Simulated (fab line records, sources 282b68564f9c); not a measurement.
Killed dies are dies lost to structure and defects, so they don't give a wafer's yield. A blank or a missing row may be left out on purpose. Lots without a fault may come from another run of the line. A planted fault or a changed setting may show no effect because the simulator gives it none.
Chamber matching | flow rit_cmos | RIT_ACTIVE_ETCH_13 on rie_diel-04: 3 sister chambers
The step etches Si3N4 in SF6, stops on SiO2, time 210 s, target depth 210 nm. 16 wafers are shown with their chamber, then 5 later ones without.

WAFERS WITH THEIR CHAMBER
wafer  | chamber | throttle_valve_pct (%) | oes_product_au (a.u.) | SF6_flow_sccm (sccm)
L981.2 | 0       | 7.51                   | 0.840                 | 199.9
L981.3 | 2       | 7.48                   | 0.833                 | 201.1
L981.5 | 1       | 7.33                   | 0.801                 | 200.4
L982.1 | 0       | 7.50                   | 0.841                 | 199.5
L982.3 | 1       | 7.36                   | 0.815                 | 200.7
L982.4 | 0       | 7.53                   | 0.838                 | 200.0
L983.2 | 2       | 7.51                   | 0.828                 | 199.6
L983.4 | 1       | 7.36                   | 0.796                 | 199.6
L983.6 | 2       | 7.49                   | 0.828                 | 199.8
L984.1 | 2       | 7.49                   | 0.820                 | 200.0
L984.2 | 0       | 7.51                   | 0.844                 | 200.7
L984.3 | 1       | 7.34                   | 0.782                 | 199.9
L986.2 | 2       | 7.50                   | 0.826                 | 200.3
L986.4 | 1       | 7.36                   | 0.803                 | 200.8
L986.6 | 0       | 7.51                   | 0.838                 | 199.8
L992.2 | 1       | 7.36                   | 0.837                 | 199.7

SIGNATURES (means of the wafers above)
reading            | chamber 0 | chamber 1 | chamber 2 | scatter within a chamber
throttle_valve_pct | 7.5120    | 7.3517    | 7.4940    | 0.012
oes_product_au     | 0.84020   | 0.80567   | 0.82700   | 0.012
SF6_flow_sccm      | 199.980   | 200.183   | 200.160   | 0.519
Rule: a wafer's distance from a chamber is the root of the sum, over the readings, of the square of ((its reading less the chamber's mean) divided by the reading's scatter). The wafer belongs to the nearest chamber; if the next one is less than 2 further off, it can't be placed. The scatter: the root of (the sum of the squares of (reading less its chamber's mean) over the shown wafers, divided by (wafers less chambers)).

WAFERS WITHOUT THEIR CHAMBER
wafer  | throttle_valve_pct (%) | oes_product_au (a.u.) | SF6_flow_sccm (sccm)
L998.1 | 7.50                   | 0.833                 | 200.9
L998.2 | 7.35                   | 0.799                 | 200.4
L998.5 | 7.50                   | 0.820                 | 200.2
L101.1 | 7.51                   | 0.840                 | 199.4
L101.4 | 7.38                   | 0.811                 | 199.1

WHICH CHAMBER EACH WENT THROUGH
wafer  | from the rows above     | in truth
L998.1 | can't be placed: 2 or 0 | 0
L998.2 | 1                       | 1
L998.5 | can't be placed: 2 or 0 | 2
L101.1 | can't be placed: 0 or 2 | 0
L101.4 | 1                       | 1
Placed correctly: 2 of 5. Can't be placed from these rows: 3 (the true chamber is among the candidates in 3). Placed wrongly: 0.
